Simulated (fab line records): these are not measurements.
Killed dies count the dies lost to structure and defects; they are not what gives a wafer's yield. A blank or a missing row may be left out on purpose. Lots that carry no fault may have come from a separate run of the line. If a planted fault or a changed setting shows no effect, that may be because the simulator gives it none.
Chamber matching | flow ritCmos | RIT_GATE_ETCH_19 on rieSi-02 has 4 sister chambers
The step etches poly-Si in SF6/CHF3/O2, stops on SiO2, time 165 s, target depth 312.5 nm. 4 wafers are shown with their chamber, then 9 later ones without.

## WAFERS PAIRED WITH THEIR CHAMBERS
wafer  | chamber | drypumpMotorCurrentA (A)
L826.1 | 3       | 5.8
L834.1 | 1       | 6.1
L834.2 | 2       | 6.5
L834.5 | 0       | 5.7

## WAFERS WITH NO CHAMBER GIVEN
wafer  | drypumpMotorCurrentA (A)
L836.2 | 5.8
L836.3 | 6.5
L836.5 | 5.9
L838.3 | 5.8
L838.5 | 6.5
L838.6 | 5.7
L840.1 | 5.8
L840.3 | 5.8
L840.6 | 5.8

## WHICH CHAMBER EACH WENT THROUGH
wafer  | from the rows above | in truth
L836.2 | 3                   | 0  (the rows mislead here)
L836.3 | 2                   | 2
L836.5 | 3                   | 3
L838.3 | 3                   | 3
L838.5 | 2                   | 2
L838.6 | 0                   | 0
L840.1 | 3                   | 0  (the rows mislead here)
L840.3 | 3                   | 3
L840.6 | 3                   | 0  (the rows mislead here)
6 of 9 placed correctly. Not placeable from these rows: 0. Wrongly placed: 3.
How it was worked out, from the rows above alone: a wafer's distance from a chamber is the root of the sum, over the readings, of the square of ((its reading less the chamber's mean) divided by the reading's scatter). If the next closest chamber is less than 2 further off than the closest, the wafer can't be placed; otherwise it belongs to the closest. Each chamber's mean is taken over the wafers shown for it. The scatter: root of mean squared gap, hidden wafer to nearest shown wafer, with one shown wafer a chamber.
